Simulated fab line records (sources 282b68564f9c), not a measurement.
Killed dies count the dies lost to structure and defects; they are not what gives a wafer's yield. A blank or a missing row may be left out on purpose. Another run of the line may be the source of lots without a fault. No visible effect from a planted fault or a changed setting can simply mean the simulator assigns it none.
fab line records	flow ritCmos
record lots=13	wafers=39	lastDay=8
route steps=202 shown ACTIVE@12 PWELL@42 PSD@148 M1@194
lots untouched by any fault: they come from a run of this same line in which no faults occurred
startH: the number of hours between the record's first day and the start of the first shown wafer of the lot	waitH: how many hours have passed since the lot's step before this one	" repeats the value in the row above	L1.1+2: one row covering several wafers at once	- value missing, or start not given	* or withheld: withheld	< > ~ a bound
route shown NAME@n: names a module that has steps shown in the file, with the first one's number in the route	usual: average and standard deviation across the fault-free wafers	same: alike in all rows	chamber/n: place in a boat	sites: readings site by site	_std_site: how widely they spread, as a standard deviation	_edge_site: inner sites' mean taken away from outer sites' mean	radiusMm: for every site, how far away it sits from the centre of the wafer	mask NAME#n: copy n	behind: tool/chamber where the wafer was last shaped	hold: the reason the lot was held/the length of the hold in hours/how it ended	device: whichever transistor did not switch (one of n, p or np)	end of line: the tests these same wafers got at the end of their route	a step given without rows: its recipe and nothing more	killed: the dies lost at the first sort to structure and to defects; this is not the yield of the wafer	map: dies across one wafer; x = killed, . = not, _ = none there
set.NAME: the setting that was run; set.NAME@STEP: the one run at that earlier step	model.NAME: the simulator's own value behind a step, which no gauge read
one table for each step of the route and one row for each wafer, over a sample of lots
services: the hour from which a tool's chamber was out of use, counted from the record's first day as startH (under 0 if before that day), plus the number of hours and why
## steps
# step RIT_ACTIVE_CD_MEAS_11
# recipe targetCdNm=1400
# usual cdNm=1400.3/2.6
lot.wafer	tool	chamber	startH	waitH	cdNm
L573.3	cdSem-01	-	14.60	-	1402.1
L573.5	"	-	"	"	1401.5
L573.6	"	-	"	"	1402.1
L574.1	cdSem-02	-	22.33	-	1400.6
L574.3	"	-	"	"	1400.6
L574.6	"	-	"	"	1402.8
L575.1	cdSem-01	-	28.91	-	1399.8
L575.2	"	-	"	"	1400.3
L575.5	"	-	"	"	1400.3
L577.2	cdSem-01	-	35.61	-	1403.1
L577.5	"	-	"	"	1400.8
L577.6	"	-	"	"	1402.1
L578.3	cdSem-02	-	42.90	-	1396.5
L578.5	"	-	"	"	1401.2
L578.6	"	-	"	"	1398.8
L579.1	cdSem-02	-	46.46	-	1401.3
L579.2	"	-	"	"	1402.3
L579.6	"	-	"	"	1401.1
L588.1	cdSem-02	-	93.17	-	1403.1
L588.3	"	-	"	"	1404.9
L588.5	"	-	"	"	1402.6
L589.1	cdSem-02	-	98.59	-	1399.2
L589.3	"	-	"	"	1402.4
L589.6	"	-	"	"	1402.0
L591.1	cdSem-02	-	109.86	-	1399.4
L591.4	"	-	"	"	1398.7
L591.6	"	-	"	"	1399.3
L593.1	cdSem-02	-	117.37	-	1399.7
L593.5	"	-	"	"	1397.0
L593.6	"	-	"	"	1398.7
L594.2	cdSem-02	-	124.36	-	1407.6
L594.3	"	-	"	"	1404.9
L594.4	"	-	"	"	1405.8
L595.1	cdSem-01	-	129.99	-	1399.4
L595.2	"	-	"	"	1402.2
L595.3	"	-	"	"	1401.5
L596.3	cdSem-02	-	132.15	-	1401.1
L596.4	"	-	"	"	1399.5
L596.6	"	-	"	"	1398.6
# step RIT_PWELL_EXPOSE_03
# recipe maskId=M3	na=0.57	targetCdNm=43700	doseMj=250
# usual stageVelMmS=500.00/0.26
lot.wafer	tool	chamber	startH	waitH	mask	stageVelMmS
L573.3	ilineStepper-01	0	29.48	0.2	M3#0	500.25
L573.5	"	0	"	"	M3#0	500.39
L573.6	"	0	"	"	M3#0	500.08
L574.1	ilineStepper-02	0	33.65	0.2	M3#0	499.73
L574.3	"	0	"	"	M3#0	499.56
L574.6	"	0	"	"	M3#0	499.72
L575.1	ilineStepper-02	0	37.91	0.1	M3#0	499.98
L575.2	"	0	"	"	M3#0	500.08
L575.5	"	0	"	"	M3#0	499.75
L577.2	ilineStepper-02	0	44.65	0.1	M3#0	500.21
L577.5	"	0	"	"	M3#0	500.08
L577.6	"	0	"	"	M3#0	499.96
L578.3	ilineStepper-01	0	52.37	0.2	M3#0	500.02
L578.5	"	0	"	"	M3#0	499.93
L578.6	"	0	"	"	M3#0	500.15
L579.1	ilineStepper-02	0	58.02	0.3	M2#0	500.57
L579.2	"	0	"	"	M2#0	500.28
L579.6	"	0	"	"	M2#0	500.33
L588.1	ilineStepper-02	0	108.60	0.1	M3#0	499.93
L588.3	"	0	"	"	M3#0	500.10
L588.5	"	0	"	"	M3#0	499.93
L589.1	ilineStepper-02	0	113.25	0.1	M3#0	499.58
L589.3	"	0	"	"	M3#0	499.92
L589.6	"	0	"	"	M3#0	500.09
L591.1	ilineStepper-02	0	122.85	0.2	M3#0	499.74
L591.4	"	0	"	"	M3#0	500.09
L591.6	"	0	"	"	M3#0	499.66
L593.1	ilineStepper-02	0	133.27	0.2	M3#0	499.94
L593.5	"	0	"	"	M3#0	500.06
L593.6	"	0	"	"	M3#0	500.22
L594.2	ilineStepper-01	0	138.92	0.2	M3#0	499.88
L594.3	"	0	"	"	M3#0	500.00
L594.4	"	0	"	"	M3#0	499.89
L595.1	ilineStepper-01	0	139.14	0.1	M3#0	500.06
L595.2	"	0	"	"	M3#0	500.43
L595.3	"	0	"	"	M3#0	500.19
L596.3	ilineStepper-01	0	139.29	0.1	M3#0	500.02
L596.4	"	0	"	"	M3#0	500.23
L596.6	"	0	"	"	M3#0	499.76
# step RIT_PWELL_OVL_MEAS_06
# usual PWELL_OVL=0.4/1.5
lot.wafer	tool	chamber	startH	waitH	PWELL_OVL[nm]
L573.3	overlay-01	-	29.88	-	-0.3
L573.5	"	-	"	"	-0.4
L573.6	"	-	"	"	1.4
L574.1	overlay-01	-	34.08	-	-1.4
L574.3	"	-	"	"	0.1
L574.6	"	-	"	"	-0.6
L575.1	overlay-01	-	38.34	-	-0.3
L575.2	"	-	"	"	-1.9
L575.5	"	-	"	"	-1.6
L577.2	overlay-01	-	45.07	-	2.2
L577.5	"	-	"	"	0.7
L577.6	"	-	"	"	0.8
L578.3	overlay-02	-	52.77	-	1.8
L578.5	"	-	"	"	1.1
L578.6	"	-	"	"	2.3
L579.1	overlay-02	-	58.51	-	-
L579.2	"	-	"	"	-
L579.6	"	-	"	"	-
L588.1	overlay-01	-	109.03	-	1.7
L588.3	"	-	"	"	0.2
L588.5	"	-	"	"	0.2
L589.1	overlay-01	-	113.68	-	-1.3
L589.3	"	-	"	"	-1.1
L589.6	"	-	"	"	0.2
L591.1	overlay-01	-	123.28	-	1.5
L591.4	"	-	"	"	1.4
L591.6	"	-	"	"	1.5
L593.1	overlay-02	-	133.70	-	2.9
L593.5	"	-	"	"	3.2
L593.6	"	-	"	"	3.1
L594.2	overlay-01	-	139.34	-	1.0
L594.3	"	-	"	"	0.0
L594.4	"	-	"	"	-1.2
L595.1	overlay-02	-	139.57	-	2.4
L595.2	"	-	"	"	0.9
L595.3	"	-	"	"	1.7
L596.3	overlay-02	-	139.89	-	-1.0
L596.4	"	-	"	"	0.8
L596.6	"	-	"	"	1.8
# step RIT_PWELL_TW_MEAS_10
# usual PWELL_TW=962/5.1
lot.wafer	tool	chamber	startH	waitH	PWELL_TW
L573.3	filmMetro-01	-	30.50	0.1	959
L573.5	"	-	"	"	956
L573.6	"	-	"	"	960
L574.1	filmMetro-03	-	34.69	0.1	963
L574.3	"	-	"	"	958
L574.6	"	-	"	"	960
L575.1	filmMetro-04	-	38.95	0.1	975
L575.2	"	-	"	"	969
L575.5	"	-	"	"	967
L577.2	filmMetro-01	-	45.68	0.1	959
L577.5	"	-	"	"	964
L577.6	"	-	"	"	965
L578.3	filmMetro-03	-	53.44	0.1	971
L578.5	"	-	"	"	968
L578.6	"	-	"	"	963
L579.1	filmMetro-03	-	59.12	0.1	30
L579.2	"	-	"	"	30
L579.6	"	-	"	"	30
L588.1	filmMetro-03	-	109.64	0.1	955
L588.3	"	-	"	"	958
L588.5	"	-	"	"	955
L589.1	filmMetro-03	-	114.29	0.1	963
L589.3	"	-	"	"	960
L589.6	"	-	"	"	960
L591.1	filmMetro-04	-	123.89	0.1	964
L591.4	"	-	"	"	960
L591.6	"	-	"	"	966
L593.1	filmMetro-01	-	134.31	0.1	960
L593.5	"	-	"	"	960
L593.6	"	-	"	"	954
L594.2	filmMetro-03	-	139.97	0.1	955
L594.3	"	-	"	"	957
L594.4	"	-	"	"	956
L595.1	filmMetro-01	-	140.19	0.1	966
L595.2	"	-	"	"	959
L595.3	"	-	"	"	955
L596.3	filmMetro-04	-	140.61	0.1	966
L596.4	"	-	"	"	965
L596.6	"	-	"	"	971
# step RIT_PSD_OVL_MEAS_06
# usual PSD_OVL=-1.4/1.4
lot.wafer	tool	chamber	startH	waitH	PSD_OVL[nm]
L573.3	overlay-01	-	59.64	-	-5.4
L573.5	"	-	"	"	-3.0
L573.6	"	-	"	"	-3.8
L574.1	overlay-01	-	65.28	-	0.3
L574.3	"	-	"	"	-2.2
L574.6	"	-	"	"	-0.6
L575.1	overlay-01	-	69.12	-	-0.4
L575.2	"	-	"	"	-2.7
L575.5	"	-	"	"	0.3
L577.2	overlay-02	-	78.41	-	-1.1
L577.5	"	-	"	"	-3.2
L577.6	"	-	"	"	-1.2
L578.3	overlay-02	-	89.17	-	-1.6
L578.5	"	-	"	"	-0.5
L578.6	"	-	"	"	-1.1
L579.1	overlay-01	-	97.14	-	-4.3
L579.2	"	-	"	"	-0.9
L579.6	"	-	"	"	-1.6
L588.1	overlay-02	-	147.95	-	-0.5
L588.3	"	-	"	"	-1.1
L588.5	"	-	"	"	-0.5
L589.1	overlay-02	-	157.26	-	1.2
L589.3	"	-	"	"	0.3
L589.6	"	-	"	"	0.6
L591.1	overlay-01	-	157.72	-	-0.2
L591.4	"	-	"	"	-1.5
L591.6	"	-	"	"	-2.2
L593.1	overlay-01	-	165.95	-	-1.9
L593.5	"	-	"	"	-2.9
L593.6	"	-	"	"	-1.7
L594.2	overlay-01	-	169.01	-	-1.3
L594.3	"	-	"	"	-0.8
L594.4	"	-	"	"	-2.5
L595.1	overlay-02	-	170.58	-	-0.7
L595.2	"	-	"	"	-1.8
L595.3	"	-	"	"	-3.1
L596.3	overlay-01	-	173.51	-	-0.8
L596.4	"	-	"	"	0.1
L596.6	"	-	"	"	0.3
# step RIT_M1_OVL_MEAS_10
# usual M1_OVL=0.0/1.1
lot.wafer	tool	chamber	startH	waitH	M1_OVL[nm]
L573.3	overlay-02	-	65.82	0.1	0.0
L573.5	"	-	"	"	-0.7
L573.6	"	-	"	"	-0.4
L574.1	overlay-01	-	71.25	0.1	-2.6
L574.3	"	-	"	"	-3.2
L574.6	"	-	"	"	-2.1
L575.1	overlay-01	-	74.97	0.1	1.5
L575.2	"	-	"	"	-0.2
L575.5	"	-	"	"	0.0
L577.2	overlay-02	-	84.93	0.1	0.3
L577.5	"	-	"	"	-0.9
L577.6	"	-	"	"	0.0
L578.3	overlay-01	-	95.04	0.1	-0.3
L578.5	"	-	"	"	-1.7
L578.6	"	-	"	"	0.1
L579.1	overlay-02	-	103.13	0.1	2.0
L579.2	"	-	"	"	1.3
L579.6	"	-	"	"	0.7
L588.1	overlay-02	-	153.95	0.1	-1.4
L588.3	"	-	"	"	0.5
L588.5	"	-	"	"	-2.4
L589.1	overlay-02	-	163.88	0.1	-0.3
L589.3	"	-	"	"	-0.6
L589.6	"	-	"	"	-2.1
L591.1	overlay-01	-	164.20	0.1	0.3
L591.4	"	-	"	"	0.1
L591.6	"	-	"	"	1.9
L593.1	overlay-02	-	172.46	0.1	-0.2
L593.5	"	-	"	"	0.8
L593.6	"	-	"	"	0.8
L594.2	overlay-02	-	175.17	0.1	-1.1
L594.3	"	-	"	"	-0.6
L594.4	"	-	"	"	1.8
L595.1	overlay-02	-	176.48	0.1	0.4
L595.2	"	-	"	"	1.0
L595.3	"	-	"	"	1.9
L596.3	overlay-02	-	179.74	0.1	0.6
L596.4	"	-	"	"	0.3
L596.6	"	-	"	"	0.4
# step RIT_M1_PROBE_99
# usual killedAtContacts=0.1/0.28	killedAtFrontEnd=7.1/2.8	killedDies=7.1/2.9	killedOnRim=1.9/1.5	killedOpen=3.4/2	killedShort=3.6/2.1
# same grossDies=264	killed_at_M0_to_M3=0	killed_at_M4_up=0	killedAtBackSide=0	killedAtOther=0
lot.wafer	tool	chamber	startH	waitH	killedAtContacts	killedAtFrontEnd	killedDies	killedOnRim	killedOpen	killedShort
L579.1	prober-02	-	105.67	0.1	0	264	264	70	3	4
L579.2	prober-02	-	105.72	0.1	0	264	264	70	3	4
L579.6	prober-02	-	105.92	0.2	0	264	264	70	4	6
L588.1	prober-01	-	156.50	0.1	0	6	6	3	0	6
L588.3	prober-01	-	156.60	0.2	1	7	8	1	4	4
L588.5	prober-01	-	156.70	0.2	0	7	7	4	5	2
L589.1	prober-02	-	166.60	0.1	0	4	4	1	4	0
L589.3	prober-02	-	166.70	0.2	0	6	6	2	2	4
L589.6	prober-02	-	166.85	0.2	0	4	4	2	2	2
L591.1	prober-01	-	168.10	0.1	0	4	4	2	3	1
L591.4	prober-01	-	168.25	0.2	0	7	7	1	3	4
L591.6	prober-01	-	168.35	0.2	0	6	6	3	2	4
L594.2	prober-01	-	179.00	0.1	1	8	9	2	6	3
L594.3	prober-01	-	179.05	0.2	0	4	4	0	1	3
L594.4	prober-01	-	179.10	0.2	1	2	3	0	3	0
L596.3	prober-01	-	182.61	0.2	0	6	6	1	3	3
L596.4	prober-01	-	182.66	0.2	0	7	7	1	5	2
L596.6	prober-01	-	182.76	0.2	0	5	5	0	4	1
# killed by level:class
L579.1 PWELL:areaExpose=257 GATE:geometricParticle:short=3 GATE:geometricParticle:open=3 REOX:geometricParticle:short=1
L579.2 PWELL:areaExpose=257 GATE:geometricParticle:short=3 FOX2:geometricParticle:short=1 GATE:geometricParticle:open=1 SPACER:geometricParticle:open=1 SILICIDE:geometricParticle:open=1
L579.6 PWELL:areaExpose=254 GATE:geometricParticle:short=2 GATE:geometricParticle:open=2 FOX1:geometricParticle:short=1 FOX1:geometricParticle:open=1 FOX2:geometricParticle:short=1 REOX:geometricParticle:short=1 SPACER:geometricParticle:short=1
L588.1 SPACER:geometricParticle:short=2 FOX1:geometricParticle:short=1 FOX2:geometricParticle:short=1 GATE:geometricParticle:short=1 SILICIDE:geometricParticle:short=1
L588.3 GATE:geometricParticle:open=2 SPACER:geometricParticle:short=2 FOX1:geometricParticle:short=1 REOX:geometricParticle:open=1 SILICIDE:geometricParticle:open=1 CONTACT:geometricParticle:short=1
L588.5 GATE:geometricParticle:open=4 FOX1:geometricParticle:short=1 GATE:geometricParticle:short=1 SPACER:geometricParticle:open=1
L589.1 FOX1:geometricParticle:open=2 GATE:geometricParticle:open=1 REOX:geometricParticle:open=1
L589.3 SILICIDE:geometricParticle:short=2 GATE:geometricParticle:open=1 GATE:geometricParticle:short=1 REOX:geometricParticle:short=1 SILICIDE:geometricParticle:open=1
L589.6 SILICIDE:geometricParticle:open=2 FOX1:geometricParticle:short=1 GATE:geometricParticle:short=1
L591.1 FOX1:geometricParticle:open=1 FOX2:geometricParticle:open=1 GATE:geometricParticle:short=1 GATE:geometricParticle:open=1
L591.4 GATE:geometricParticle:short=3 GATE:geometricParticle:open=2 SPACER:geometricParticle:short=1 SPACER:geometricParticle:open=1
L591.6 SILICIDE:geometricParticle:short=2 FOX1:geometricParticle:short=1 FOX2:geometricParticle:short=1 GATE:geometricParticle:open=1 REOX:geometricParticle:open=1
L594.2 GATE:geometricParticle:open=2 SPACER:geometricParticle:open=2 FOX1:geometricParticle:open=1 GATE:geometricParticle:short=1 SPACER:geometricParticle:short=1 SILICIDE:geometricParticle:short=1 CONTACT:geometricParticle:open=1
L594.3 GATE:geometricParticle:short=2 FOX1:geometricParticle:short=1 SILICIDE:geometricParticle:open=1
L594.4 FOX1:geometricParticle:open=1 REOX:geometricParticle:open=1 CONTACT:geometricParticle:open=1
L596.3 SPACER:geometricParticle:short=2 SPACER:geometricParticle:open=2 FOX1:geometricParticle:open=1 GATE:geometricParticle:short=1
L596.4 GATE:geometricParticle:open=3 FOX2:geometricParticle:open=2 FOX1:geometricParticle:short=1 SILICIDE:geometricParticle:short=1
L596.6 SPACER:geometricParticle:open=3 FOX2:geometricParticle:open=1 GATE:geometricParticle:short=1
## services
tool	chamber	startH	hours	kind
ilineStepper-02	-	31.61	1.7	pm
ilineStepper-02	-	50.96	2.1	pm
ilineStepper-02	-	53.04	-	consumableReplace:lamp
ilineStepper-02	0	58.38	-	calibration
ilineStepper-01	-	91.69	4.4	pm
ilineStepper-01	0	108.17	-	calibration
ilineStepper-02	-	137.13	2.0	repair
## key
firstSign step=RIT_PWELL_EXPOSE_03	reading=mask	direction=changed
effect step=RIT_PWELL_OVL_MEAS_06	reading=PWELL_OVL	direction=missing
effect step=RIT_PWELL_TW_MEAS_10	reading=PWELL_TW	direction=down	sigmas=99+	usual=962	struck=30
effect step=RIT_M1_PROBE_99	reading=killedAtFrontEnd	direction=up	sigmas=91	usual=7.1	struck=264
moreKillsBornAt RIT_PWELL_EXPOSE_03@ilineStepper-02=768
metAt RIT_PWELL_EXPOSE_03
struckLots L579
testerLeftOut L579
notActingAt RIT_ACTIVE_CD_MEAS_11,RIT_PSD_OVL_MEAS_06,RIT_M1_OVL_MEAS_10
onsetBetween 44.65 58.02
fault kind=wrongMask	tool=any	chamber=-	onsetH=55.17	steps=RIT_PWELL_EXPOSE_03	auxCopy=M2#0	scope=struckLotsOnly
# testerLeftOut: of these lots the tester's yield and bins aren't shown, on N5 and GAA mostly nor the transistor test; their killed dies are dies lost to structure and defects alone, not to doping, threshold or leakage, so they don't give the yield
